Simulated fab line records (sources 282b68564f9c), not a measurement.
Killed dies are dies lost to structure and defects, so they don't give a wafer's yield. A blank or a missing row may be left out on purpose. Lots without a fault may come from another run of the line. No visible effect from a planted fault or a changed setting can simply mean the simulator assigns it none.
fab line records ; flow ritCmos
record: lots: 15; wafers: 45; lastDay: 7
route steps=202 shown SILICIDE@165 M1@202
lots that met no fault: from a run of the same line without faults
startH: hours from the record's first day to the start of the lot's first wafer shown ; waitH: hours from the lot's prior step to this one ; " same as the row above ; L1.1+2: a row that stands for several wafers ; - either no value or no given start ; * or withheld: withheld ; < > ~ a bound
route shown NAME@n: NAME is a module with steps in the file, n the number in the route of the first one ; usual: mean and standard deviation over wafers with no fault ; same: alike in all rows ; chamber/n: place in a boat ; sites: readings site by site ; _std_site: the standard deviation of these ; _edge_site: the outer-site mean with the inner-site mean subtracted ; radiusMm: how far each site lies from the wafer's centre ; mask NAME#n: copy n ; behind: tool/chamber where the wafer was last shaped ; hold: what put the lot on hold/how long, in hours/how the hold closed ; device: the transistor (n, p or np) that didn't switch ; end of line: the same wafers' tests at the end of the route ; a step with no rows: only its recipe ; killed: dies lost to structure and defects at the first sort, not the wafer's yield ; map: per-die view of a wafer (x killed, . not killed, _ where there is no die)
set.NAME: setting as actually run; set.NAME@STEP: the setting as run at that earlier step ; model.NAME: the simulator's own value behind a step, which no gauge read
one table for each step of the route and one row for each wafer, over a sample of lots
== steps ==
step: RIT_SILICIDE_RTA_04
recipe: tempC: 650; timeS: 10; idleTempC: 25; rampUpS: 5; rampDownS: 5; coolToC: 25; ambient: N2
usual: wafer_temp_C_max: 652.8/0.66
lot.wafer;tool;chamber;startH;waitH;wafer_temp_C_max
L395.1;rtpAnneal-01;0;53.22;0.1;652.4
L395.4;rtpAnneal-01;0;53.22;0.1;653.8
L395.5;rtpAnneal-01;0;53.22;0.1;652.7
L395.1;rtpAnneal-01;0;53.45;0.2;653.7
L395.4;rtpAnneal-01;0;53.45;0.2;651.9
L395.5;rtpAnneal-01;0;53.45;0.2;652.4
L396.2;rtpAnneal-02;0;61.48;0.1;653.0
L396.4;rtpAnneal-02;0;61.48;0.1;654.3
L396.6;rtpAnneal-02;0;61.48;0.1;652.8
L396.2;rtpAnneal-02;0;61.71;0.2;652.9
L396.4;rtpAnneal-02;0;61.71;0.2;652.5
L396.6;rtpAnneal-02;0;61.71;0.2;653.0
L397.2;rtpAnneal-01;0;66.77;0.1;653.5
L397.3;rtpAnneal-01;0;66.77;0.1;652.4
L397.5;rtpAnneal-01;0;66.77;0.1;652.6
L400.1;rtpAnneal-02;0;82.73;0.1;653.0
L400.2;rtpAnneal-02;0;82.73;0.1;653.7
L400.3;rtpAnneal-02;0;82.73;0.1;652.5
L402.2;rtpAnneal-02;0;91.28;0.1;653.5
L402.4;rtpAnneal-02;0;91.28;0.1;651.7
L402.6;rtpAnneal-02;0;91.28;0.1;652.2
L402.2;rtpAnneal-02;0;91.52;0.2;652.8
L402.4;rtpAnneal-02;0;91.52;0.2;652.4
L402.6;rtpAnneal-02;0;91.52;0.2;653.4
L407.1;rtpAnneal-01;0;114.65;0.1;652.7
L407.4;rtpAnneal-01;0;114.65;0.1;651.9
L407.5;rtpAnneal-01;0;114.65;0.1;652.6
L408.2;rtpAnneal-02;0;117.99;0.1;652.8
L408.3;rtpAnneal-02;0;117.99;0.1;652.5
L408.5;rtpAnneal-02;0;117.99;0.1;654.3
L409.2;rtpAnneal-01;0;127.24;0.1;652.3
L409.3;rtpAnneal-01;0;127.24;0.1;652.8
L409.4;rtpAnneal-01;0;127.24;0.1;652.1
L410.1;rtpAnneal-02;0;130.92;0.1;652.7
L410.5;rtpAnneal-02;0;130.92;0.1;653.3
L410.6;rtpAnneal-02;0;130.92;0.1;652.0
L412.2;rtpAnneal-02;0;140.43;0.1;653.2
L412.3;rtpAnneal-02;0;140.43;0.1;653.6
L412.6;rtpAnneal-02;0;140.43;0.1;653.2
L414.1;rtpAnneal-02;0;150.82;0.1;652.1
L414.2;rtpAnneal-02;0;150.82;0.1;653.2
L414.5;rtpAnneal-02;0;150.82;0.1;653.2
L415.1;rtpAnneal-01;0;153.27;0.1;652.8
L415.2;rtpAnneal-01;0;153.27;0.1;653.1
L415.5;rtpAnneal-01;0;153.27;0.1;653.4
L416.1;rtpAnneal-02;0;160.43;0.1;653.9
L416.3;rtpAnneal-02;0;160.43;0.1;654.0
L416.4;rtpAnneal-02;0;160.43;0.1;652.7
L417.1;rtpAnneal-01;0;164.92;0.1;652.7
L417.2;rtpAnneal-01;0;164.92;0.1;653.3
L417.4;rtpAnneal-01;0;164.92;0.1;653.1
L418.2;rtpAnneal-02;0;167.75;0.1;653.3
L418.5;rtpAnneal-02;0;167.75;0.1;652.7
L418.6;rtpAnneal-02;0;167.75;0.1;652.8
step: RIT_M1_PROBE_99
usual: killedAtContacts: 0.1/0.3; killedAtFrontEnd: 6.7/2.6; killedDies: 6.8/2.6; killedOpen: 3.3/1.7; killedShort: 3.4/2
same: grossDies: 264; killed_at_M0_to_M3: 0; killed_at_M4_up: 0; killedAtBackSide: 0; killedAtOther: 0
lot.wafer;tool;chamber;startH;waitH;killedAtContacts;killedAtFrontEnd;killedDies;killedOpen;killedShort
L395.1;prober-01;-;59.95;0.1;0;11;11;5;6
L395.4;prober-01;-;60.10;0.2;0;5;5;2;2
L395.5;prober-01;-;60.15;0.2;0;8;8;5;3
L396.2;prober-02;-;68.46;0.1;0;4;4;1;3
L396.4;prober-02;-;68.56;0.2;0;12;12;6;6
L396.6;prober-02;-;68.66;0.2;0;5;5;2;3
L402.2;prober-02;-;99.27;0.1;0;6;6;2;4
L402.4;prober-02;-;99.37;0.2;0;3;3;2;1
L402.6;prober-02;-;99.47;0.2;0;8;8;3;5
L412.2;prober-02;-;147.13;0.1;0;10;10;5;5
L412.3;prober-02;-;147.18;0.2;0;5;5;2;3
L412.6;prober-02;-;147.33;0.2;0;5;5;3;2
L417.1;prober-01;-;171.80;0.1;0;7;7;5;2
L417.2;prober-01;-;171.85;0.1;0;9;9;4;5
L417.4;prober-01;-;171.95;0.2;0;5;5;2;3
killed by level:class
L395.1 SPACER:geometricParticle:short=3 FOX1:geometricParticle:open=2 GATE:geometricParticle:short=2 FOX2:geometricParticle:open=1 GATE:geometricParticle:open=1 REOX:geometricParticle:open=1 SILICIDE:geometricParticle:short=1
L395.4 GATE:geometricParticle:open=2 FOX1:geometricParticle:short=1 SPACER:geometricParticle:short=1 NWELL:coatMicrobubblePrinted=1
L395.5 REOX:geometricParticle:open=2 FOX1:geometricParticle:short=1 FOX1:geometricParticle:open=1 GATE:geometricParticle:open=1 GATE:geometricParticle:short=1 SPACER:geometricParticle:open=1 SPACER:geometricParticle:short=1
L396.2 GATE:geometricParticle:short=2 FOX1:geometricParticle:short=1 GATE:geometricParticle:open=1
L396.4 GATE:geometricParticle:short=5 GATE:geometricParticle:open=3 REOX:geometricParticle:open=2 FOX1:geometricParticle:open=1 REOX:geometricParticle:short=1
L396.6 GATE:geometricParticle:open=2 FOX1:geometricParticle:short=1 GATE:geometricParticle:short=1 REOX:geometricParticle:short=1
L402.2 ACTIVE:geometricParticle:short=1 FOX1:geometricParticle:short=1 GATE:geometricParticle:short=1 GATE:geometricParticle:open=1 SILICIDE:geometricParticle:open=1 SILICIDE:geometricParticle:short=1
L402.4 GATE:geometricParticle:open=2 GATE:geometricParticle:short=1
L402.6 SPACER:geometricParticle:short=3 GATE:geometricParticle:open=2 FOX2:geometricParticle:open=1 GATE:geometricParticle:short=1 SILICIDE:geometricParticle:short=1
L412.2 GATE:geometricParticle:open=3 REOX:geometricParticle:short=2 SPACER:geometricParticle:short=2 FOX2:geometricParticle:open=1 GATE:geometricParticle:short=1 SILICIDE:geometricParticle:open=1
L412.3 GATE:geometricParticle:short=2 GATE:geometricParticle:open=1 REOX:geometricParticle:open=1 SPACER:geometricParticle:short=1
L412.6 GATE:geometricParticle:open=2 FOX2:geometricParticle:open=1 GATE:geometricParticle:short=1 SILICIDE:geometricParticle:short=1
L417.1 SPACER:geometricParticle:open=2 FOX1:geometricParticle:open=1 GATE:geometricParticle:short=1 GATE:geometricParticle:open=1 REOX:geometricParticle:open=1 SPACER:geometricParticle:short=1
L417.2 REOX:geometricParticle:short=3 REOX:geometricParticle:open=2 FOX1:geometricParticle:open=1 FOX1:geometricParticle:short=1 GATE:geometricParticle:short=1 SILICIDE:geometricParticle:open=1
L417.4 GATE:geometricParticle:short=2 GATE:geometricParticle:open=1 REOX:geometricParticle:short=1 SILICIDE:geometricParticle:open=1
== key ==
firstSign: step: RIT_SILICIDE_RTA_04; reading: visit; direction: added
effect none on later readings
metAt RIT_SILICIDE_RTA_04
struckLots L395,L396,L402
testerLeftOut L395,L396,L402
fault: kind: repeatedStepWhole; tool: rtpAnneal-01,rtpAnneal-02; chamber: -; onsetH: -; steps: RIT_SILICIDE_RTA_04; times: 1; scope: struckLotsOnly
testerLeftOut: of these lots the tester's yield and bins aren't shown, on N5 and GAA mostly nor the transistor test; their killed dies are dies lost to structure and defects alone, not to doping, threshold or leakage, so they don't give the yield
